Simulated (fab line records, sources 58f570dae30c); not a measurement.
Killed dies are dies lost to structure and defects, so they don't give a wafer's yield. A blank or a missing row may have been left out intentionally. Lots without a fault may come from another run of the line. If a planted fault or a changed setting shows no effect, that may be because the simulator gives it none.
One fault seen from 2 desks    flow berkeley_cmos170    every desk sees just its own numbers, and what lay behind them comes last

## METROLOGY DESK
Lot by lot, what the gauges showed, no matter which tool ran the lot: averages of those sampled wafers that carry a number. The brackets show how far a lot's mean lies from the usual mean; more than 4 standard deviations puts the lot out of limits, marked OUT.
Columns: A = cd_nm at UCB170_GATE_CD_MEAS_12, usual 349.8 nm; B = GATE_OVL at UCB170_GATE_OVL_MEAS_13, usual -5 nm; C = cd_nm at UCB170_NSD_CD_MEAS_06, usual 1200.2 nm; D = NLDD_RS at UCB170_SDANNEAL_RS_MEAS_05, usual 616.3 ohm/sq
lot   first seen here  A      B    C       D
L176  day 7 04:37      349.2  -9   1200.9  617.7
L174  day 7 04:46      348.4  5    1199.8  613.9
L175  day 7 04:59      352.0  -4   1200.8  619.1
L178  day 8 04:24      349.5  -8   1199.8  615.9
L182  day 8 17:03      348.8  -6   1198.6  617.7
L181  day 8 17:36      348.9  0    1199.4  617.0
L188  day 10 00:32     351.2  -2   1199.7  616.0
L185  day 10 00:41     348.9  -2   1201.9  614.3
L186  day 10 00:48     350.8  -17  1201.7  617.2
L189  day 10 11:09     350.6  -8   1200.5  614.6
L191  day 10 23:04     349.5  -4   1201.8  628.3 (+8.5) OUT
L192  day 11 09:58     350.5  -1   1199.2  627.1 (+7.7) OUT
L194  day 11 10:40     349.2  -0   1198.4  618.0
L197  day 12 13:05     349.3  0    1199.9  617.0
This desk finds L191, L192 out of limits, with the earliest case on L191 at day 11 17:24 (NLDD_RS at UCB170_SDANNEAL_RS_MEAS_05). L176, L174, L175, L178, L182, L181, L188, L185, L186, L189, L194, L197: within limits.

## THE TOOL OWNER'S DESK: implanter-04
For each lot that ran on this tool, the mean over its sampled wafers that have a number, from the tool's own readings at UCB170_NLDD_IMPLANT_09. The brackets show how far a lot's mean lies from the usual mean; more than 4 standard deviations puts the lot out of limits, marked OUT.
Columns: A = faraday_current_uA at UCB170_NLDD_IMPLANT_09, usual 159
lot   first seen here  A
L174  day 7 09:07      161
L181  day 8 21:58      157
L185  day 10 07:18     158
L189  day 10 16:34     159
L191  day 11 03:25     157
L192  day 11 16:38     161
This desk's finding: nothing out of limits on any of the 6 lots.

## ALL TOGETHER
Metrology desk: alarm possible at day 11 17:24 on L191, L192.
The desk of the tool owner found nothing out of limits.
On record at the tool owner's desk: L191, L192, within its limits.
The lots listed all ran UCB170_NLDD_IMPLANT_09 on implanter-04.

## WHAT HAD BEEN PUT IN BY THE SIMULATOR
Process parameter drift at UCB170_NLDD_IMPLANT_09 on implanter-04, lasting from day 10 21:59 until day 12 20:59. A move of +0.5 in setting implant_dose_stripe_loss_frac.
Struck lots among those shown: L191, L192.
Per desk, hours elapsed from the start of the fault to the first reading out of limits: for the metrology desk, 19.
